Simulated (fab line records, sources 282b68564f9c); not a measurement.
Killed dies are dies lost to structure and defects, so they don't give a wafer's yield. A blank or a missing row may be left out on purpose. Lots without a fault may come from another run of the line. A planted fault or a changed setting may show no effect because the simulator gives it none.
Tool commonality check | flow rit_cmos | 15 lots, 45 wafers sampled

WHY IT WAS OPENED
At RIT_ACTIVE_THK_MEAS_04 the reading ACTIVE_NITRIDE_THK is flagged on 3 of 15 lots. Wafers without a fault read 149.7 nm, standard deviation 1.6.
Rule: a lot is flagged when every wafer of it that has a number lies more than 4 standard deviations from that mean, or none has a number. The other lots count as sound.

lot  | measured    | on            | ACTIVE_NITRIDE_THK (nm), wafer by wafer | flag
L865 | day 1 13:32 | film_metro-03 | 152.6 154.2 151.8                       |
L867 | day 1 23:33 | film_metro-03 | 151.4 151.0 150.8                       |
L868 | day 2 04:32 | film_metro-01 | 152.4 151.5 152.0                       |
L870 | day 2 14:32 | film_metro-01 | 149.4 148.5 148.7                       |
L871 | day 2 19:33 | film_metro-01 | 149.1 149.2 150.2                       |
L872 | day 3 00:32 | film_metro-01 | 148.1 147.2 148.3                       |
L873 | day 3 06:06 | film_metro-02 | 147.8 146.2 147.6                       |
L874 | day 3 10:32 | film_metro-01 | 150.4 151.1 149.6                       |
L877 | day 4 06:00 | film_metro-02 | 298.2 299.7 297.4                       | FLAGGED
L878 | day 4 07:23 | film_metro-02 | 146.2 148.0 149.1                       |
L879 | day 4 14:33 | film_metro-01 | 301.6 300.4 299.7                       | FLAGGED
L880 | day 4 19:59 | film_metro-02 | 300.5 300.0 298.4                       | FLAGGED
L886 | day 5 22:32 | film_metro-01 | 147.4 147.5 147.1                       |
L887 | day 6 03:32 | film_metro-01 | 148.7 148.9 148.0                       |
L888 | day 6 08:32 | film_metro-03 | 151.3 150.9 150.9                       |
The numbers of the flagged lots are 299.5 nm on average: +149.8 nm against the usual, or +94 standard deviations.

WHICH TOOL RAN EACH LOT
The record holds 1 process step before the reading, out of a route of 202 steps. In each cell: the tool, then ch and the chambers that the sampled wafers went through, then the start.
lot  | flag    | RIT_ACTIVE_CVD_03
L865 |         | lpcvd-01 ch 1, day 1 12:07
L867 |         | lpcvd-01 ch 1, day 1 22:07
L868 |         | lpcvd-02 ch 0, day 2 03:07
L870 |         | lpcvd-01 ch 1, day 2 13:07
L871 |         | lpcvd-02 ch 0, day 2 18:07
L872 |         | lpcvd-01 ch 1, day 2 23:07
L873 |         | lpcvd-02 ch 1, day 3 04:40
L874 |         | lpcvd-02 ch 0, day 3 09:07
L877 | FLAGGED | lpcvd-02 ch 1, day 4 01:23
L878 |         | lpcvd-01 ch 0, day 4 05:58
L879 | FLAGGED | lpcvd-01 ch 1, day 4 10:07
L880 | FLAGGED | lpcvd-01 ch 0, day 4 15:34
L886 |         | lpcvd-01 ch 0, day 5 21:07
L887 |         | lpcvd-02 ch 1, day 6 02:07
L888 |         | lpcvd-01 ch 1, day 6 07:07
What these steps do:
- RIT_ACTIVE_CVD_03: deposits Si3N4 from SiH2Cl2/NH3, target thk 150 nm, time 1500 s.
- RIT_ACTIVE_THK_MEAS_04

FLAGGED OVER TOTAL, TOOL BY TOOL (the gauges that took the reading come last)
step                   | tool          | lots run | flagged | share of the flagged lots | sound lots run after its first flagged lot
RIT_ACTIVE_CVD_03      | lpcvd-01      | 9        | 2       | some                      | 2 (L886,L888)
RIT_ACTIVE_CVD_03      | lpcvd-02      | 6        | 1       | some                      | 1 (L887)
RIT_ACTIVE_THK_MEAS_04 | film_metro-01 | 8        | 1       | some                      | 2 (L886,L887)
RIT_ACTIVE_THK_MEAS_04 | film_metro-02 | 4        | 2       | some                      | 1 (L878)
RIT_ACTIVE_THK_MEAS_04 | film_metro-03 | 3        | 0       | none                      | -

WHAT THE TABLE ALLOWS
No row of the table ran every flagged lot.

WHAT THE SIMULATOR HAD PUT IN
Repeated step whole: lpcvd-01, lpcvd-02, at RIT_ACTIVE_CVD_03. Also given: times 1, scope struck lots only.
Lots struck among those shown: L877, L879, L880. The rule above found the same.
